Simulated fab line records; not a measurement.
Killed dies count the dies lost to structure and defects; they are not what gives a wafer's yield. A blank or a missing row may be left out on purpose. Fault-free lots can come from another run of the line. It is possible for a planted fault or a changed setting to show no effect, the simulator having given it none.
Check for tools in common / flow berkeley cmos170 / Lots sampled 11, wafers sampled 33

== WHY IT WAS OPENED ==
Of 11 lots, 2 have the reading ACTIVE_OXIDE_THK flagged at UCB170_ACTIVE_THK_MEAS_03. No-fault wafers: 26.5 nm, standard deviation 0.48.
Rule: a lot is flagged when every wafer of it that has a number lies more than 4 standard deviations from that mean, or none has a number. As for the other lots, they are considered sound.

lot=L828; measured=day 4 18:59; on=film metro-01; ACTIVE_OXIDE_THK (nm), wafer by wafer=25.5 26.3 26.2; flag=
lot=L831; measured=day 5 07:32; on=film metro-02; ACTIVE_OXIDE_THK (nm), wafer by wafer=25.9 26.3 25.8; flag=
lot=L830; measured=day 5 07:32; on=film metro-01; ACTIVE_OXIDE_THK (nm), wafer by wafer=27.1 27.0 27.1; flag=
lot=L832; measured=day 5 07:32; on=film metro-04; ACTIVE_OXIDE_THK (nm), wafer by wafer=26.1 26.3 26.3; flag=
lot=L829; measured=day 5 07:35; on=film metro-04; ACTIVE_OXIDE_THK (nm), wafer by wafer=26.6 27.0 26.8; flag=
lot=L835; measured=day 5 21:23; on=film metro-02; ACTIVE_OXIDE_THK (nm), wafer by wafer=26.7 26.2 26.3; flag=
lot=L833; measured=day 5 21:24; on=film metro-01; ACTIVE_OXIDE_THK (nm), wafer by wafer=27.3 27.2 26.8; flag=
lot=L840; measured=day 7 09:28; on=film metro-04; ACTIVE_OXIDE_THK (nm), wafer by wafer=30.0 30.2 29.8; flag=FLAGGED
lot=L841; measured=day 7 09:28; on=film metro-02; ACTIVE_OXIDE_THK (nm), wafer by wafer=29.6 29.4 29.1; flag=FLAGGED
lot=L845; measured=day 7 22:28; on=film metro-02; ACTIVE_OXIDE_THK (nm), wafer by wafer=27.1 26.7 26.5; flag=
lot=L851; measured=day 9 22:37; on=film metro-01; ACTIVE_OXIDE_THK (nm), wafer by wafer=25.9 25.6 25.5; flag=
The numbers of the flagged lots are 29.7 nm on average: +3.2 nm against the usual, or +7 standard deviations.

== WHICH TOOL EACH LOT WENT THROUGH ==
The record holds 1 process step before the reading, out of a route of 331 steps. Each cell gives the tool, then ch followed by the chambers the sampled wafers passed through, then the start.
lot=L828; flag=; UCB170_ACTIVE_OXIDATION_02=furnace-04 ch 0, day 4 17:38
lot=L831; flag=; UCB170_ACTIVE_OXIDATION_02=furnace-01 ch 0, day 5 06:11
lot=L830; flag=; UCB170_ACTIVE_OXIDATION_02=furnace-01 ch 0, day 5 06:11
lot=L832; flag=; UCB170_ACTIVE_OXIDATION_02=furnace-01 ch 0, day 5 06:11
lot=L829; flag=; UCB170_ACTIVE_OXIDATION_02=furnace-01 ch 0, day 5 06:11
lot=L835; flag=; UCB170_ACTIVE_OXIDATION_02=furnace-02 ch 0, day 5 20:01
lot=L833; flag=; UCB170_ACTIVE_OXIDATION_02=furnace-02 ch 0, day 5 20:01
lot=L840; flag=FLAGGED; UCB170_ACTIVE_OXIDATION_02=furnace-01 ch 0, day 7 08:07
lot=L841; flag=FLAGGED; UCB170_ACTIVE_OXIDATION_02=furnace-01 ch 0, day 7 08:07
lot=L845; flag=; UCB170_ACTIVE_OXIDATION_02=furnace-04 ch 0, day 7 21:07
lot=L851; flag=; UCB170_ACTIVE_OXIDATION_02=furnace-02 ch 0, day 9 21:16
What is done by these steps:
- UCB170_ACTIVE_OXIDATION_02: target thk 26.4 nm, ox time 1260 s.
- UCB170_ACTIVE_THK_MEAS_03

== FLAGGED OVER TOTAL, TOOL BY TOOL (the gauges that took the reading come last) ==
step=UCB170_ACTIVE_OXIDATION_02; tool=furnace-01; lots run=6; flagged=2; share of the flagged lots=all; sound lots run after its first flagged lot=0
step=UCB170_ACTIVE_OXIDATION_02; tool=furnace-02; lots run=3; flagged=0; share of the flagged lots=none; sound lots run after its first flagged lot=-
step=UCB170_ACTIVE_OXIDATION_02; tool=furnace-04; lots run=2; flagged=0; share of the flagged lots=none; sound lots run after its first flagged lot=-
step=UCB170_ACTIVE_THK_MEAS_03; tool=film metro-01; lots run=4; flagged=0; share of the flagged lots=none; sound lots run after its first flagged lot=-
step=UCB170_ACTIVE_THK_MEAS_03; tool=film metro-02; lots run=4; flagged=1; share of the flagged lots=some; sound lots run after its first flagged lot=1 (L845)
step=UCB170_ACTIVE_THK_MEAS_03; tool=film metro-04; lots run=3; flagged=1; share of the flagged lots=some; sound lots run after its first flagged lot=0

== WHAT THE TABLE PERMITS ==
1 row of the table ran every flagged lot: furnace-01 at UCB170_ACTIVE_OXIDATION_02.
- furnace-01 at UCB170_ACTIVE_OXIDATION_02 ran 6 lots, 2 of them flagged. Last sound lot L829 at day 5 06:11, first flagged lot L840 at day 7 08:07; a fault beginning in between fits.
What remains is a single tool, furnace-01 at UCB170_ACTIVE_OXIDATION_02.

== WHAT HAD BEEN PUT IN BY THE SIMULATOR ==
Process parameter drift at UCB170_ACTIVE_OXIDATION_02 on furnace-01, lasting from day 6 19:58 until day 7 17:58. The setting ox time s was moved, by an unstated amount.
Lots struck among those shown: L840, L841. The rule given above showed the same thing.
